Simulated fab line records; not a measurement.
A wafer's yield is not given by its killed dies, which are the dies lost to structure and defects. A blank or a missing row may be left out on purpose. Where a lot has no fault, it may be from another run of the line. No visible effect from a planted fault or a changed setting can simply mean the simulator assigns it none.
Which tool is to blame? | flow berkeley cmos170 | Sampling: 15 lots, 45 wafers, 6 of 331 route steps

== WHAT THE GAUGES READ, wafer by wafer ==
UCB170_V2_BOW_MEAS_03.
lot  | measured     | on            | V2_BOW (um)
L116 | day 8 20:22  | film metro-03 | 37 45 25
L117 | day 8 20:43  | film metro-01 | 39 29 46
L119 | day 9 08:41  | film metro-03 | 40 33 43
L123 | day 9 20:08  | film metro-02 | 39 33 21
L128 | day 11 06:25 | film metro-01 | 25 20 34
L129 | day 11 06:38 | film metro-02 | 30 46 36
L125 | day 11 07:11 | film metro-02 | 28 37 40
L130 | day 12 01:49 | film metro-01 | 31 46 39
L131 | day 12 03:36 | film metro-01 | 31 34 36
L134 | day 12 12:32 | film metro-03 | 35 32 41
L133 | day 12 13:47 | film metro-02 | 44 45 34
L136 | day 12 22:59 | film metro-01 | 29 43 26
L138 | day 13 01:52 | film metro-03 | 37 42 50
L139 | day 13 02:11 | film metro-03 | 45 28 38
L135 | day 13 03:53 | film metro-02 | 41 38 32

UCB170_M3_CD_MEAS_90: the cd target is 700 nm.
lot  | measured     | on        | cd nm (nm)
L116 | day 9 02:47  | cd sem-02 | 702.0 700.9 702.7
L117 | day 9 02:55  | cd sem-01 | 697.0 701.7 702.2
L119 | day 9 15:53  | cd sem-01 | 704.1 704.1 707.0
L123 | day 10 00:44 | cd sem-02 | 700.6 700.9 704.0
L128 | day 11 12:59 | cd sem-01 | 695.5 697.6 698.4
L129 | day 11 13:13 | cd sem-02 | - - -
L125 | day 11 13:26 | cd sem-01 | - - -
L130 | day 12 06:19 | cd sem-02 | - - -
L131 | day 12 08:22 | cd sem-02 | 700.7 699.8 702.6
L134 | day 12 17:56 | cd sem-01 | 699.4 701.5 701.3
L133 | day 12 19:48 | cd sem-01 | 697.6 698.3 696.1
L136 | day 13 03:37 | cd sem-01 | 696.8 699.3 697.4
L138 | day 13 06:17 | cd sem-02 | 701.5 699.2 702.7
L139 | day 13 06:37 | cd sem-02 | 698.8 700.9 701.4
L135 | day 13 08:58 | cd sem-02 | 698.3 698.8 700.5

== WHAT TOOL EACH LOT RAN ON (gives the tool, then ch and the chambers of the sampled wafers, and finally the start) ==
lot  | UCB170_M3_SPUTTER_01         | UCB170_M3_STRIP_07                   | UCB170_M3_ETCH_17                  | UCB170_M3_METAL_ETCH_18
L116 | pvd sputter-03, day 8 23:59  | plasma asher-04 ch 0,1, day 9 00:46  | rie diel-04 ch 0,1,2, day 9 02:14  | rie metal-02 ch 0, day 9 02:21
L117 | pvd sputter-04, day 9 00:16  | plasma asher-03 ch 0,1, day 9 01:01  | rie diel-01 ch 1,2, day 9 02:35    | rie metal-01 ch 0,1, day 9 02:37
L119 | pvd sputter-03, day 9 11:51  | plasma asher-03 ch 0,1, day 9 12:34  | rie diel-03 ch 0,1,3, day 9 15:33  | rie metal-03 ch 0,1, day 9 15:35
L123 | pvd sputter-04, day 9 22:05  | plasma asher-01 ch 0,1, day 9 22:47  | rie diel-01 ch 0,1,3, day 10 00:24 | rie metal-03 ch 0,1, day 10 00:26
L128 | pvd sputter-01, day 11 09:34 | plasma asher-01 ch 0,1, day 11 10:19 | rie diel-01 ch 0,1,3, day 11 12:37 | rie metal-01 ch 0,1, day 11 12:43
L129 | pvd sputter-03, day 11 09:41 | plasma asher-04 ch 0,1, day 11 10:24 | rie diel-04 ch 0,1,3, day 11 12:53 | rie metal-02 ch 0, day 11 12:56
L125 | pvd sputter-04, day 11 09:55 | plasma asher-03 ch 0,1, day 11 10:51 | rie diel-03 ch 1,2, day 11 13:05   | rie metal-03 ch 0, day 11 13:07
L130 | pvd sputter-03, day 12 03:52 | plasma asher-04 ch 0,1, day 12 04:34 | rie diel-04 ch 0,2, day 12 05:59   | rie metal-03 ch 0,1, day 12 06:02
L131 | pvd sputter-03, day 12 05:46 | plasma asher-03 ch 0,1, day 12 06:37 | rie diel-04 ch 0,2,3, day 12 08:02 | rie metal-02 ch 0,1, day 12 08:04
L134 | pvd sputter-01, day 12 14:44 | plasma asher-01 ch 0,1, day 12 15:32 | rie diel-03 ch 1,2, day 12 17:36   | rie metal-03 ch 0,1, day 12 17:38
L133 | pvd sputter-03, day 12 16:13 | plasma asher-01 ch 0,1, day 12 17:25 | rie diel-04 ch 0,1,2, day 12 19:17 | rie metal-02 ch 1, day 12 19:20
L136 | pvd sputter-03, day 13 00:59 | plasma asher-03 ch 0,1, day 13 01:44 | rie diel-01 ch 0,1,3, day 13 03:05 | rie metal-02 ch 1, day 13 03:08
L138 | pvd sputter-03, day 13 03:41 | plasma asher-04 ch 0,1, day 13 04:26 | rie diel-04 ch 1,2,3, day 13 05:44 | rie metal-02 ch 1, day 13 05:54
L139 | pvd sputter-04, day 13 04:08 | plasma asher-01 ch 0,1, day 13 05:01 | rie diel-01 ch 0,1,2, day 13 06:17 | rie metal-01 ch 0,1, day 13 06:20
L135 | pvd sputter-01, day 13 05:59 | plasma asher-03 ch 0,1, day 13 06:41 | rie diel-04 ch 1,2,3, day 13 08:37 | rie metal-03 ch 1, day 13 08:39
- UCB170_M3_SPUTTER_01: material Al, target thk 900 nm, time 120 s.
- UCB170_M3_STRIP_07: strips in O2.
- UCB170_M3_ETCH_17: etches BARC in N2/H2.
- UCB170_M3_METAL_ETCH_18: etches Al in Cl2/BCl3, stops on SiO2, target depth 1170 nm, time 195 s.

== AS READ BY THE TOOLS THEMSELVES (means over the sampled wafers that have a number; for cases with no such wafer, the mark the record gives instead) ==
UCB170_M3_SPUTTER_01.
lot  | tool           | throttle valve pct (%)
L116 | pvd sputter-03 | 30.6
L117 | pvd sputter-04 | 28.4
L119 | pvd sputter-03 | 30.9
L123 | pvd sputter-04 | 28.7
L128 | pvd sputter-01 | 29.9
L129 | pvd sputter-03 | 31.1
L125 | pvd sputter-04 | 30.0
L130 | pvd sputter-03 | 30.5
L131 | pvd sputter-03 | 30.8
L134 | pvd sputter-01 | 30.2
L133 | pvd sputter-03 | 30.8
L136 | pvd sputter-03 | 30.7
L138 | pvd sputter-03 | 30.7
L139 | pvd sputter-04 | 29.0
L135 | pvd sputter-01 | 30.4

UCB170_M3_STRIP_07.
lot  | tool            | drypump motor current A (A) | oes product au (a.u.) | strip time to endpoint s (s)
L116 | plasma asher-04 | 5.2                         | 0.737                 | 21.91
L117 | plasma asher-03 | 4.9                         | 0.735                 | 21.96
L119 | plasma asher-03 | 4.8                         | 0.735                 | 21.94
L123 | plasma asher-01 | 6.1                         | 0.733                 | 21.91
L128 | plasma asher-01 | 6.1                         | 0.732                 | 21.89
L129 | plasma asher-04 | 5.2                         | 0.728                 | 21.97
L125 | plasma asher-03 | 4.8                         | 0.733                 | 21.87
L130 | plasma asher-04 | 5.1                         | 0.732                 | 21.98
L131 | plasma asher-03 | 4.8                         | 0.736                 | 22.03
L134 | plasma asher-01 | 6.1                         | 0.739                 | 21.89
L133 | plasma asher-01 | 6.1                         | 0.730                 | 21.99
L136 | plasma asher-03 | 4.8                         | 0.740                 | 22.09
L138 | plasma asher-04 | 5.1                         | 0.729                 | 21.97
L139 | plasma asher-01 | 6.1                         | 0.735                 | 21.87
L135 | plasma asher-03 | 4.8                         | 0.733                 | 21.87

UCB170_M3_ETCH_17.
lot  | tool        | bias w (W) | chamber pressure mTorr (mTorr) | drypump motor current A (A) | n2 flow sccm (sccm) | oes product au (a.u.) | throttle valve pct (%)
L116 | rie diel-04 | 99.91      | 30.01                          | 5.8                         | 100.4               | 0.995                 | 13.17
L117 | rie diel-01 | 99.96      | 30.01                          | 4.7                         | 100.2               | 1.004                 | 13.27
L119 | rie diel-03 | 99.70      | 29.99                          | 5.9                         | 100.2               | 1.008                 | 13.37
L123 | rie diel-01 | 99.66      | 29.99                          | 5.5                         | 100.0               | 1.002                 | 13.28
L128 | rie diel-01 | 100.07     | 29.98                          | 5.5                         | 100.1               | 1.013                 | 13.27
L129 | rie diel-04 | -          | -                              | -                           | -                   | -                     | -
L125 | rie diel-03 | -          | -                              | -                           | -                   | -                     | -
L130 | rie diel-04 | -          | -                              | -                           | -                   | -                     | -
L131 | rie diel-04 | 99.66      | 29.98                          | 5.5                         | 100.1               | 0.975                 | 13.22
L134 | rie diel-03 | 100.07     | 30.01                          | 5.7                         | 100.0               | 1.000                 | 13.24
L133 | rie diel-04 | 100.11     | 30.00                          | 5.8                         | 100.1               | 0.992                 | 13.18
L136 | rie diel-01 | 100.04     | 29.98                          | 5.5                         | 99.9                | 1.001                 | 13.28
L138 | rie diel-04 | 99.77      | 29.98                          | 5.9                         | 99.9                | 0.979                 | 13.25
L139 | rie diel-01 | 99.86      | 29.97                          | 5.1                         | 99.8                | 1.001                 | 13.32
L135 | rie diel-04 | 99.93      | 30.01                          | 5.9                         | 100.0               | 0.984                 | 13.25

UCB170_M3_METAL_ETCH_18.
lot  | tool         | bcl3 flow sccm (sccm) | bias w (W) | drypump motor current A (A) | oes product au (a.u.) | throttle valve pct (%)
L116 | rie metal-02 | 44.84                 | 120.4      | 5.4                         | 0.879                 | 24.27
L117 | rie metal-01 | 44.83                 | 120.0      | 5.9                         | 0.864                 | 24.20
L119 | rie metal-03 | 45.03                 | 119.7      | 5.6                         | 0.849                 | 24.08
L123 | rie metal-03 | 45.01                 | 120.4      | 5.5                         | 0.846                 | 24.07
L128 | rie metal-01 | 45.10                 | 120.1      | 5.9                         | 0.844                 | 24.14
L129 | rie metal-02 | 45.04                 | 120.0      | 5.4                         | 0.389                 | 24.49
L125 | rie metal-03 | 44.92                 | 119.9      | 5.8                         | 0.377                 | 24.34
L130 | rie metal-03 | 45.08                 | 120.1      | 5.5                         | 0.372                 | 24.30
L131 | rie metal-02 | 44.98                 | 120.1      | 5.6                         | 0.887                 | 24.34
L134 | rie metal-03 | 45.04                 | 120.0      | 5.6                         | 0.855                 | 24.09
L133 | rie metal-02 | 44.82                 | 120.0      | 6.1                         | 0.882                 | 24.52
L136 | rie metal-02 | 44.92                 | 120.3      | 6.1                         | 0.869                 | 24.51
L138 | rie metal-02 | 44.94                 | 120.4      | 6.2                         | 0.883                 | 24.52
L139 | rie metal-01 | 44.96                 | 119.8      | 5.9                         | 0.843                 | 24.12
L135 | rie metal-03 | 45.10                 | 119.9      | 5.3                         | 0.836                 | 24.05

== THE ANSWER, worked out from the rows above alone ==
Rule: usual is defined by the lots themselves. The widest of any qualifying gaps counts: lots, ordered by their means at a reading, are off when they make up no more than a third of the lots, leave a main group of 4 or more, and stand apart from it by 3 or more times the standard deviation of that group's means. If all means in a main group match to the digits the tables above print for the reading, that group is not used. Also off: a lot with no number at a reading for which 4 or more lots have one. The other lots that the step has rows for count as sound. After the gauges, taken in route order, come the tools' own readings; for these a lot's mean is taken, as printed above. The first step at which some lot is off is used, and at that step the reading that is off furthest; a lot without a number counts as furthest.
Off: L129, L125, L130 (UCB170_M3_CD_MEAS_90, cd nm). Without a number there: L129, L125, L130. The main group has a mean of 700.3 nm with a standard deviation of 2.1.
A tool fits if, at a process step before that reading, it ran every lot that is off, and no sound lot after the first of them. Not tried: the gauges at UCB170_M3_CD_MEAS_90; whatever is off there is also off at UCB170_M3_ETCH_17, on other tools, and gauge error can't account for it. Not one of the candidates tried fits.

== WHAT THE SIMULATOR HAD PUT IN ==
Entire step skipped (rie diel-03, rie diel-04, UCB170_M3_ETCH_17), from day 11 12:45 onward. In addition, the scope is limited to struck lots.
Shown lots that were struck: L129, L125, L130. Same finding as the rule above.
